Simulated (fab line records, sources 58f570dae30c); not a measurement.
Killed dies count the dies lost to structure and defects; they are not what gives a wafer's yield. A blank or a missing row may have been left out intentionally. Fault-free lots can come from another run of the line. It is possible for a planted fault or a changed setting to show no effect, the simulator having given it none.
Comparing a struck lot with a sound one | flow berkeley cmos170 | 23 steps out of a route of 331
Sound: wafers L856.3, L856.4, L856.5. Struck: wafers L860.1, L860.3, L860.5. The cause is given at the end.
Order at every step that has rows: each side's tool, ch and its chambers, its first start. Under that, the readings that differ: sound wafers | struck wafers | difference of the means | sigmas: that difference in standard deviations of wafers without a fault.
alike: a reading whose means differ by less than 2 such deviations, as well as words and numbers matching on both sides. not compared: withheld readings; readings where some wafer has no value; bounds like >300 that might hide an equal value; numbers whose values overlap and for which the record gives no deviation.
The two part at a step that has a row with sigmas, a row that says differs or no value, or rows on one side only. Numbers that have no deviation but don't overlap get no sigmas and don't part them. Lack of a reading on every wafer of one side parts them only where that side has two or more wafers.

UCB170_NWELL_TW_MEAS_16:
  sound on film metro-03 at day 4 05:34; struck on film metro-01 at day 5 05:01
  alike: NWELL_TW
then, 6 steps without rows for these wafers: UCB170_NWELL_CLEAN_17 (cleans in SPM, time 600 s); UCB170_NWELL_WET_ETCH_18 (etches Si3N4 in H3PO4, time 14400 s); UCB170_NWELL_WET_ETCH_19 (etches SiO2 in BOE, time 22 s); UCB170_PWELL_CLEAN_00 (cleans in SPM, time 600 s); UCB170_PWELL_CLEAN_01 (cleans in dHF, time 60 s); UCB170_PWELL_OXIDATION_02 (target thk 26.4 nm, ox time 1260 s).
UCB170_PWELL_THK_MEAS_03:
  sound on film metro-04 at day 4 14:28; struck on film metro-02 at day 5 13:35
  alike: PWELL_OXIDE_THK
then, 2 steps without rows for these wafers: UCB170_PWELL_ANNEAL_04 (time 900 s); UCB170_PWELL_CVD_05 (deposits Si3N4 from SiH2Cl2/NH3, target thk 220 nm, time 3300 s).
UCB170_PWELL_THK_MEAS_06:
  sound on film metro-02 at day 4 20:31; struck on film metro-04 at day 5 19:40
  alike: PWELL_NITRIDE_THK
then, 1 step without rows for these wafers: UCB170_PWELL_HMDS_07 (prime time 60 s).
UCB170_PWELL_COAT_08: resist thk 900 nm.
  sound on litho track-02 ch 0, day 4 21:13; struck on litho track-03 ch 0, day 5 19:53
  reading                                | sound             | struck            | difference | sigmas
  model.KrF_of_PWELL_COAT_08.thk nm (nm) | 903.2 903.2 900.7 | 998.1 998.2 996.4 | +95.2      |
then, 4 steps without rows for these wafers: UCB170_PWELL_SOFTBAKE_09 (time 60 s); UCB170_PWELL_EXPOSE_10 (exposes mask PWELL, target cd 3000 nm); UCB170_PWELL_PEB_11; UCB170_PWELL_DEVELOP_12 (develop time 45 s).
UCB170_PWELL_OVL_MEAS_13:
  sound on overlay-01 at day 4 22:04; struck on overlay-02 at day 5 20:34
  alike: PWELL_OVL
UCB170_PWELL_ETCH_14: etches Si3N4 in CH3F/Ar/O2, stops on SiO2, target depth 242 nm, time 151 s.
  sound on rie diel-02 ch 1,2,3, day 4 22:05; struck on rie diel-02 ch 0,1,3, day 5 20:37
  reading                                | sound             | struck            | difference | sigmas
  model.KrF_of_PWELL_COAT_08.thk nm (nm) | 725.5 723.7 723.1 | 821.6 825.2 818.7 | +97.7      |
  alike: drypump motor current A, oes product au, throttle valve pct
  not compared: rf hours counter h
following that, these wafers have no rows for 1 step: UCB170_PWELL_IMPLANT_15.
UCB170_PWELL_STRIP_16: strips in O2.
  sound on plasma asher-01 ch 0,1, day 4 22:23; struck on plasma asher-01 ch 0,1, day 5 20:52
  reading                      | sound             | struck            | difference | sigmas
  strip time to endpoint s (s) | 18.10 18.08 18.03 | 20.41 20.49 20.35 | +2.35      | +25
  alike: drypump motor current A, oes product au
  not compared: rf hours counter h
UCB170_PWELL_TW_MEAS_17:
  sound on film metro-02 at day 4 22:28; struck on film metro-03 at day 5 20:58
  alike: PWELL_TW
UCB170_M3_PROBE_99:
  sound wafers here have rows in the record (prober-01, day 9 12:01); struck ones have none

## WHERE THEY PART
Last at UCB170_M3_PROBE_99 as far as this record goes, first at UCB170_PWELL_STRIP_16.

WHY: whatever the simulator had introduced
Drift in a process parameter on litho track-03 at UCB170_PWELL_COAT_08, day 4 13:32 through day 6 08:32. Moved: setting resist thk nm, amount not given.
